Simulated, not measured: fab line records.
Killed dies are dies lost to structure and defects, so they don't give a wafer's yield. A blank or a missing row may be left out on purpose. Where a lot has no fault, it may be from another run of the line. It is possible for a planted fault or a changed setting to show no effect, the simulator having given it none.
Which tool is to blame? -- flow berkeley_cmos170 -- 14 lots, 41 wafers sampled, at 4 steps of a route of 331

## WHAT EACH GAUGE READ, for each wafer
UCB170_V2_OVL_MEAS_13.
lot,measured,on,V2_OVL (nm)
L958,day 7 15:52,overlay-02,2 0 -2
L959,day 7 15:50,overlay-01,5 -4 6
L960,day 7 18:35,overlay-01,4 3 10
L963,day 8 16:36,overlay-02,-3 -12 -4
L964,day 9 02:54,overlay-01,2 4 -1
L965,day 9 02:48,overlay-02,10 0
L966,day 9 15:19,overlay-02,1 -10 -4
L970,day 10 10:05,overlay-01,12 6 6
L971,day 10 09:15,overlay-01,2 4 0
L977,day 12 02:28,overlay-01,1 3 4
L978,day 12 02:44,overlay-01,1 3 3
L979,day 12 03:01,overlay-01,5 9 5
L980,day 12 08:26,overlay-02,-8 -4 -11
L981,day 12 08:40,overlay-01,6 10 5

## EACH LOT AND THE TOOL THAT RAN IT (in order: tool; ch and the chambers of the sampled wafers; start)
lot,UCB170_ACTIVE_OXIDATION_02,UCB170_V1_ETCH_14,UCB170_V2_CVD_00
L958,"furnace-02 ch 0, day 3 19:06","rie_diel-02 ch 0,1,3, day 7 08:20","pecvd-02 ch 0,1,2, day 7 12:24"
L959,"furnace-02 ch 0, day 4 00:42","rie_diel-04 ch 0,2,3, day 7 08:16","pecvd-04 ch 0,1,2, day 7 12:14"
L960,"furnace-02 ch 0, day 4 03:33","rie_diel-02 ch 0,1,3, day 7 11:17","pecvd-04 ch 0,1,2, day 7 16:37"
L963,"furnace-02 ch 0, day 4 20:55","rie_diel-02 ch 0,2, day 8 10:57","pecvd-04 ch 0,1,2, day 8 14:37"
L964,"furnace-02 ch 0, day 5 00:51","rie_diel-01 ch 0,2,3, day 8 18:04","pecvd-03 ch 0,2, day 8 22:32"
L965,"furnace-02 ch 0, day 5 00:51","rie_diel-02 ch 1,3, day 8 18:14","pecvd-02 ch 0,2, day 8 22:41"
L966,"furnace-02 ch 0, day 5 16:52","rie_diel-04 ch 0,1,2, day 9 09:06","pecvd-04 ch 0,1, day 9 12:51"
L970,"furnace-01 ch 0, day 6 14:05","rie_diel-04 ch 0,2,3, day 10 03:25","pecvd-03 ch 0,1,2, day 10 06:47"
L971,"furnace-01 ch 0, day 6 14:05","rie_diel-02 ch 0,1, day 10 03:34","pecvd-02 ch 0,1,2, day 10 06:41"
L977,"furnace-03 ch 0, day 7 19:40","rie_diel-04 ch 0,3, day 11 17:46","pecvd-03 ch 1,2, day 11 21:03"
L978,"furnace-03 ch 0, day 7 19:40","rie_diel-01 ch 1,3, day 11 17:53","pecvd-04 ch 0,2, day 11 21:10"
L979,"furnace-03 ch 0, day 8 05:56","rie_diel-04 ch 0,1,2, day 11 19:46","pecvd-02 ch 0,1, day 11 22:48"
L980,"furnace-02 ch 0, day 8 11:56","rie_diel-02 ch 2,3, day 12 01:44","pecvd-04 ch 0,1,2, day 12 05:53"
L981,"furnace-02 ch 0, day 8 11:56","rie_diel-01 ch 2,3, day 12 02:01","pecvd-02 ch 0,1,2, day 12 06:10"
- UCB170_ACTIVE_OXIDATION_02: target thk 26.4 nm, ox time 1260 s.
- UCB170_V1_ETCH_14: etches SiO2 in CHF3/CF4/Ar, stops on Al, target depth 1250 nm, time 291 s.
- UCB170_V2_CVD_00: deposits SiO2 from TEOS/O2, target thk 2000 nm, time 250 s.

## WHAT THE TOOLS THEMSELVES READ (means of the sampled wafers that have a number; where no wafer has one, the mark that the record gives instead)
UCB170_ACTIVE_OXIDATION_02.
lot,tool,tube_center_temp_C_max,zone_power_source_pct (%)
L958,furnace-02,1002.6,40.1
L959,furnace-02,1002.5,40.0
L960,furnace-02,1002.2,40.2
L963,furnace-02,1002.2,39.9
L964,furnace-02,1002.3,40.0
L965,furnace-02,1002.4,39.8
L966,furnace-02,1002.7,40.2
L970,furnace-01,1002.8,31.5
L971,furnace-01,1002.5,31.5
L977,furnace-03,1002.4,36.1
L978,furnace-03,1003.0,36.1
L979,furnace-03,1002.7,36.3
L980,furnace-02,1002.7,40.4
L981,furnace-02,1002.9,40.0

UCB170_V1_ETCH_14.
lot,tool,cf4_flow_sccm (sccm),drypump_motor_current_A (A),oes_product_au (a.u.),throttle_valve_pct (%)
L958,rie_diel-02,15.00,5.5,0.873,6.91
L959,rie_diel-04,15.01,6.0,0.875,7.01
L960,rie_diel-02,14.98,5.5,0.869,6.92
L963,rie_diel-02,14.98,5.4,0.877,6.92
L964,rie_diel-01,15.02,5.2,0.859,6.96
L965,rie_diel-02,14.96,5.2,0.869,6.91
L966,rie_diel-04,15.01,6.0,0.873,7.01
L970,rie_diel-04,15.05,6.0,0.888,7.01
L971,rie_diel-02,15.02,5.8,0.878,6.94
L977,rie_diel-04,14.93,5.9,0.886,7.05
L978,rie_diel-01,14.95,6.1,0.873,6.90
L979,rie_diel-04,14.95,5.9,0.867,7.02
L980,rie_diel-02,14.98,5.1,0.875,6.90
L981,rie_diel-01,15.00,5.4,0.865,7.02

UCB170_V2_CVD_00.
lot,tool,heater_power_w (W)
L958,pecvd-02,253
L959,pecvd-04,279
L960,pecvd-04,279
L963,pecvd-04,288
L964,pecvd-03,294
L965,pecvd-02,218
L966,pecvd-04,264
L970,pecvd-03,249
L971,pecvd-02,232
L977,pecvd-03,259
L978,pecvd-04,288
L979,pecvd-02,212
L980,pecvd-04,267
L981,pecvd-02,242

## THE ANSWER, worked out from the rows above alone
Rule: usual is defined by the lots themselves. The widest of any qualifying gaps counts: lots, ordered by their means at a reading, are off when they make up no more than a third of the lots, leave a main group of 4 or more, and stand apart from it by 3 or more times the standard deviation of that group's means. If all means in a main group match to the digits the tables above print for the reading, that group is not used. Also off: a lot with no number at a reading for which 4 or more lots have one. Any other lot the step has rows for is counted as sound. Order of review: gauges by route order, followed by the tools' own readings, for which a lot's mean as printed above is used. The first step at which some lot is off is used, and at that step the reading that is off furthest; a lot without a number counts as furthest.
None of the lots is off at any reading shown; this tells nothing.

## WHAT THE SIMULATOR HAD PUT IN
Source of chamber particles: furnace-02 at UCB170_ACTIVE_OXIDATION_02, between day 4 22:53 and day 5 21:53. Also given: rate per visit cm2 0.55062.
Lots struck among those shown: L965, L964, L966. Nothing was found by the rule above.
